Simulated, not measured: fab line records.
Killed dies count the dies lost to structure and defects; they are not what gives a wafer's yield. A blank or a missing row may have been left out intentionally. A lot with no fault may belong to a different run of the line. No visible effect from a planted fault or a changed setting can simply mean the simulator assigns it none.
The tool behind it: which one? ; flow ritCmos ; Sampling: 6 lots, 18 wafers, 2 of 202 route steps

## WHAT EACH GAUGE READ, for each wafer
RIT_FOX2_THK_MEAS_01.
lot;measured;on;FOX2_OXIDE_THK (nm)
L510;day 1 23:41;filmMetro-02;355 360 353
L512;day 2 10:43;filmMetro-01;361 362 350
L514;day 2 19:19;filmMetro-03;343 351 348
L518;day 3 16:11;filmMetro-01;362 360 358
L521;day 4 06:23;filmMetro-01;362 354 355
L526;day 5 09:16;filmMetro-01;367 368 365

## TOOL THAT RAN EACH LOT (tool first, then ch and the chambers of the sampled wafers, then the start)
lot;RIT_FOX2_OXIDATION_00
L510;furnace-04 ch 0, day 1 22:21
L512;furnace-01 ch 0, day 2 09:23
L514;furnace-01 ch 0, day 2 18:00
L518;furnace-04 ch 0, day 3 14:52
L521;furnace-04 ch 0, day 4 05:03
L526;furnace-03 ch 0, day 5 07:57
- RIT_FOX2_OXIDATION_00: target thk 350.7 nm, ox time 1130 s.

## THE ANSWER, worked out from the rows above alone
Rule: the usual values come from the lots themselves. The widest of any qualifying gaps counts: lots, ordered by their means at a reading, are off when they make up no more than a third of the lots, leave a main group of 4 or more, and stand apart from it by 3 or more times the standard deviation of that group's means. If all means in a main group match to the digits the tables above print for the reading, that group is not used. Also off: a lot with no number at a reading for which 4 or more lots have one. Any other lot the step has rows for is counted as sound.
None of the lots is off at any reading shown; this tells nothing.

## WHAT HAD BEEN PUT IN BY THE SIMULATOR
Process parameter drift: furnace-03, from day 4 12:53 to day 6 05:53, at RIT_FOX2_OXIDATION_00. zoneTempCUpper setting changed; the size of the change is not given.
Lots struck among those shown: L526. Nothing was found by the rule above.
